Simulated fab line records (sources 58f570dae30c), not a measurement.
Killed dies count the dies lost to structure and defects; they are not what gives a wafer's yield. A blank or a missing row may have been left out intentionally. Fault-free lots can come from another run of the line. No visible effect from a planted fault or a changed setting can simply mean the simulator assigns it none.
2 desks looking at one fault :: flow berkeley_cmos170 :: what lay behind the numbers comes last; until then each desk has only its own

## FOR THE TOOL OWNER'S DESK: pvd_sputter-02
The tool's own readings at UCB170_M1_SPUTTER_00 (material Al, target thk 600 nm, time 80 s): means of the sampled wafers that have a number, for each lot that ran on this tool. If a lot's mean is further than 4 standard deviations from the usual mean, the lot is out of limits and carries the mark OUT (the distance appears in the brackets).
Columns: A = throttle_valve_pct at UCB170_M1_SPUTTER_00, usual 29.8 %
lot: L714
first seen here: day 7 11:41
A: 30.9

lot: L716
first seen here: day 8 01:52
A: 30.3

lot: L721
first seen here: day 9 08:40
A: 29.4
Result from this desk: across the 3 lots, nothing is out of limits.

## THE METROLOGY DESK
Means of the sampled wafers that have a number, per lot and without regard to the tool the lot ran on: this is what the gauges read. If a lot's mean is further than 4 standard deviations from the usual mean, the lot is out of limits and carries the mark OUT (the distance appears in the brackets).
Columns: A = SPACER_TEOS_THK at UCB170_SPACER_THK_MEAS_01, usual 377 nm; B = PSD_TW at UCB170_PSD_TW_MEAS_10, usual 2346; C = M1_AL_RS at UCB170_M1_RS_MEAS_01, usual 0.0493 ohm/sq; D = M1_AL_THK at UCB170_M1_THK_MEAS_02, usual 582 nm; E = cd_nm at UCB170_M1_CD_MEAS_09, usual 699.7 nm
lot: L714
first seen here: day 6 18:06
A: 377
B: 2362
C: 0.0492
D: 581
E: 697.5

lot: L713
first seen here: day 6 18:28
A: 377
B: 2311
C: 0.0496
D: 576
E: 698.1

lot: L716
first seen here: day 7 09:31
A: 378
B: 2312
C: 0.0487
D: 590
E: 700.1

lot: L721
first seen here: day 8 11:55
A: 380
B: 2292
C: 0.0502
D: 571
E: 697.7

lot: L725
first seen here: day 9 01:44
A: 378
B: 2358
C: 0.0495
D: 584
E: 698.8

lot: L726
first seen here: day 9 12:52
A: 375
B: 2352
C: 0.0496
D: 576
E: 700.3

lot: L728
first seen here: day 9 19:01
A: 371
B: 2364
C: 0.0498
D: 579
E: 701.3

lot: L727
first seen here: day 9 19:22
A: 375
B: 2351
C: 0.0494
D: 577
E: 698.9

lot: L732
first seen here: day 10 02:10
A: 370
B: 2353
C: 0.0495
D: 575
E: 701.3

lot: L733
first seen here: day 10 21:34
A: 379
B: 2354
C: 0.0494
D: 575
E: 696.6

lot: L735
first seen here: day 11 07:25
A: 378
B: 2362
C: 0.0500
D: 575
E: 699.4

lot: L734
first seen here: day 11 09:22
A: 377
B: 2358
C: 0.0499
D: 575
E: 700.1

lot: L736
first seen here: day 11 15:04
A: 380
B: 2343
C: 0.0493
D: 585
E: 699.1
Result from this desk: across the 13 lots, nothing is out of limits.

## PUT TOGETHER
Nothing out of limits was seen by the tool owner's desk.
At the metrology desk, nothing out of limits was observed.

## WHAT WAS PUT IN BY THE SIMULATOR
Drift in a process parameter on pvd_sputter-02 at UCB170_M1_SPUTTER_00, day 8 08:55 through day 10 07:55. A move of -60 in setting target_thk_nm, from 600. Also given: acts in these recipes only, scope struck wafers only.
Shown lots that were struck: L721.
